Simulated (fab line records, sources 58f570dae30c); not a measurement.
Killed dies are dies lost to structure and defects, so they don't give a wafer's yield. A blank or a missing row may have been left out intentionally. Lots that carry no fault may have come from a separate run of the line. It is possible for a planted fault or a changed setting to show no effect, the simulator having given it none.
A struck lot beside a sound one / flow berkeley_cmos170 / 16 steps out of a route of 331
Sound: wafers L968.1, L968.3, L968.6. Struck: wafer L975.4 (left out: L975.3, L975.5 of the same lot, which were not struck); the cause appears at the end.
Each step with rows lists, per side, the tool, then ch with its chambers, then its first start. Under that, the readings that differ: sound wafers / struck wafers / difference of the means / sigmas: that difference in standard deviations of wafers without a fault.
alike: readings whose means differ by less than 2 such deviations, and words and numbers that are the same on both sides. not compared: withheld readings, readings that some wafer has no value for, bounds like >300 that may hide the same value, and numbers for which the record gives no deviation and whose values overlap.
The two part at a step that has a row with sigmas, a row that says differs or no value, or rows on one side only. When numbers do not overlap yet have no deviation, they are printed without sigmas and do not part them. A reading missing from all wafers of one side parts the sides only when that side holds two or more wafers.

UCB170_V1_CMP_02: polishes SiO2.
  sound on cmp-01 ch 0,1,2, day 8 13:52; struck on cmp-01 ch 2, day 9 20:57
  alike: edge_zone_pressure_frac, head_pressure_psi, motor_current_A, slurry_flow_ml_min
UCB170_V1_BOW_MEAS_03:
  sound: film_metro-02 at day 8 14:07; struck: film_metro-01 at day 9 21:17
  alike: V1_BOW
UCB170_V1_THK_MEAS_04:
  sound: film_metro-02 at day 8 14:14; struck: film_metro-01 at day 9 21:23
  alike: V1_POLISHED_THK
then, 7 steps without rows for these wafers: UCB170_V1_CLEAN_05 (cleans in DIW); UCB170_V1_HMDS_06 (prime time 60 s); UCB170_V1_COAT_07 (resist thk 900 nm); UCB170_V1_SOFTBAKE_08 (time 60 s); UCB170_V1_EXPOSE_09 (exposes mask VIA1, target cd 700 nm); UCB170_V1_PEB_10; UCB170_V1_DEVELOP_11 (develop time 45 s).
UCB170_V1_CD_MEAS_12 targets a cd of 700 nm.
  sound: cd_sem-02 at day 8 15:49; struck: cd_sem-01 at day 9 23:33
  alike: cd_nm
UCB170_V1_OVL_MEAS_13:
  sound: overlay-02 at day 8 15:56; struck: overlay-01 at day 9 23:38
  alike: V1_OVL
UCB170_V1_ETCH_14: etches SiO2 in CHF3/CF4/Ar, stops on Al, target depth 1250 nm, time 291 s.
  sound on rie_diel-04 ch 2,3, day 8 15:59; struck on rie_diel-04 ch 1, day 9 23:40
reading=model.KrF_of_V1_COAT_07.thk_nm (nm); sound=614.2 613.4 615.3; struck=645.6; difference=+31.3; sigmas=
  alike: drypump_motor_current_A, oes_product_au, throttle_valve_pct
  not compared: rf_hours_counter_h
UCB170_V1_STRIP_15: strips in O2.
  sound on plasma_asher-02 ch 0,1, day 8 16:10; struck on plasma_asher-01 ch 0, day 9 23:52
reading=oes_product_au (a.u.); sound=0.712 0.720 0.720; struck=0.728; difference=+0.011; sigmas=+2
reading=strip_time_to_endpoint_s (s); sound=15.40 15.40 15.43; struck=16.08; difference=+0.67; sigmas=+6
  alike: drypump_motor_current_A
  not compared: rf_hours_counter_h
UCB170_V1_CD_MEAS_90 targets a cd of 700 nm.
  sound: cd_sem-02 at day 8 16:16; struck: cd_sem-01 at day 9 23:59
  alike: cd_nm
following that, these wafers have no rows for 1 step: UCB170_M3_PROBE_99.

== WHERE THEY PART ==
Only at UCB170_V1_STRIP_15, within this record. Later steps at which nothing parts them and some readings are alike: UCB170_V1_CD_MEAS_90.

WHY: whatever the simulator had introduced
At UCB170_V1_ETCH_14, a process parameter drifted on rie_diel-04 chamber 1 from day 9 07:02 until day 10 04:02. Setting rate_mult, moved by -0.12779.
